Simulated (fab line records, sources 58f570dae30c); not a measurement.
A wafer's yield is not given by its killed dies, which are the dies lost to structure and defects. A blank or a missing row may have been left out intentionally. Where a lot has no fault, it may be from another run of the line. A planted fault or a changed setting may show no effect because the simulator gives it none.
One fault seen from 2 desks || flow berkeley cmos170 || what lay behind the numbers comes last; until then each desk has only its own

== METROLOGY DESK ==
What the gauges read for every lot (on any tool): the sampled wafers with a number, averaged. Marked OUT: a lot whose mean sits more than 4 standard deviations from the usual mean, which makes it out of limits; the brackets give that distance.
Columns: A = cd nm at UCB170_NLDD_CD_MEAS_06, usual 1200.2 nm; B = V2_POLISHED_THK at UCB170_V2_THK_MEAS_04, usual 1000.1 nm
{"lot": "L800", "first seen here": "day 7 07:36", "A": 1201.9, "B": 999.0}
{"lot": "L801", "first seen here": "day 7 08:36", "A": 1198.8, "B": 999.4}
{"lot": "L803", "first seen here": "day 7 08:57", "A": 1202.9, "B": 999.8}
{"lot": "L806", "first seen here": "day 8 07:54", "A": 1199.9, "B": 999.7}
{"lot": "L807", "first seen here": "day 8 19:41", "A": 1198.7, "B": 1000.2}
{"lot": "L809", "first seen here": "day 8 20:40", "A": 1199.8, "B": 1000.7}
{"lot": "L815", "first seen here": "day 9 18:43", "A": 1204.0, "B": 999.9}
{"lot": "L811", "first seen here": "day 9 18:54", "A": 1201.6, "B": 1000.9}
{"lot": "L813", "first seen here": "day 9 19:26", "A": 1199.8, "B": 1000.3}
{"lot": "L810", "first seen here": "day 9 19:28", "A": 1197.2, "B": 1000.4}
{"lot": "L816", "first seen here": "day 9 23:53", "A": 1201.7, "B": 999.3}
{"lot": "L819", "first seen here": "day 10 18:36", "A": 1199.5, "B": 999.9}
{"lot": "L821", "first seen here": "day 11 05:14", "A": "1187.0 (-7.8) OUT", "B": 1000.1}
{"lot": "L820", "first seen here": "day 11 06:01", "A": "1189.9 (-6.1) OUT", "B": 1000.3}
Finding of this desk: L820, L821 out of limits; the first was L821 at day 11 05:14, on cd nm at UCB170_NLDD_CD_MEAS_06. Within limits: L800, L801, L803, L806, L807, L809, L815, L811, L813, L810, L816, L819.

== THE TOOL OWNER'S DESK: litho track-01 ==
The tool's own readings at UCB170_NLDD_PEB_04: means of the sampled wafers that have a number, for each lot that ran on this tool. Marked OUT: a lot whose mean sits more than 4 standard deviations from the usual mean, which makes it out of limits; the brackets give that distance.
Columns: A = heater power total W at UCB170_NLDD_PEB_04, usual 56.80 W; B = plate temp C at UCB170_NLDD_PEB_04, usual 129.97 C; C = resist line temp C at UCB170_NLDD_PEB_04, usual 23.00 C
{"lot": "L801", "first seen here": "day 7 08:00", "A": 56.83, "B": 130.01, "C": 23.16}
{"lot": "L806", "first seen here": "day 8 07:38", "A": 56.81, "B": 130.03, "C": 23.00}
{"lot": "L811", "first seen here": "day 9 18:37", "A": 56.80, "B": 129.88, "C": 22.97}
{"lot": "L816", "first seen here": "day 9 23:36", "A": 56.79, "B": 130.01, "C": 22.94}
{"lot": "L821", "first seen here": "day 11 04:58", "A": "55.87 (-18) OUT", "B": "128.45 (-11) OUT", "C": 22.97}
{"lot": "L820", "first seen here": "day 11 05:44", "A": "55.90 (-18) OUT", "B": "128.26 (-12) OUT", "C": 22.78}
Finding of this desk: L820, L821 out of limits; the first was L821 at day 11 04:58, on heater power total W at UCB170_NLDD_PEB_04. Within limits: L801, L806, L811, L816.

== TAKEN TOGETHER ==
An alarm could have come from the tool owner's desk at day 11 04:58, on L820, L821.
Metrology desk: alarm possible at day 11 05:14 on L820, L821.
On litho track-01, each named lot ran UCB170_NLDD_PEB_04.

== WHAT THE SIMULATOR HAD INSERTED ==
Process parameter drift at UCB170_NLDD_PEB_04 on litho track-01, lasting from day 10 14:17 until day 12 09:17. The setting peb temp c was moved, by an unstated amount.
Shown lots that were struck: L820, L821.
Time in hours from fault onset to the first out-of-limits reading at each desk: tool owner's desk 15, metrology desk 15.
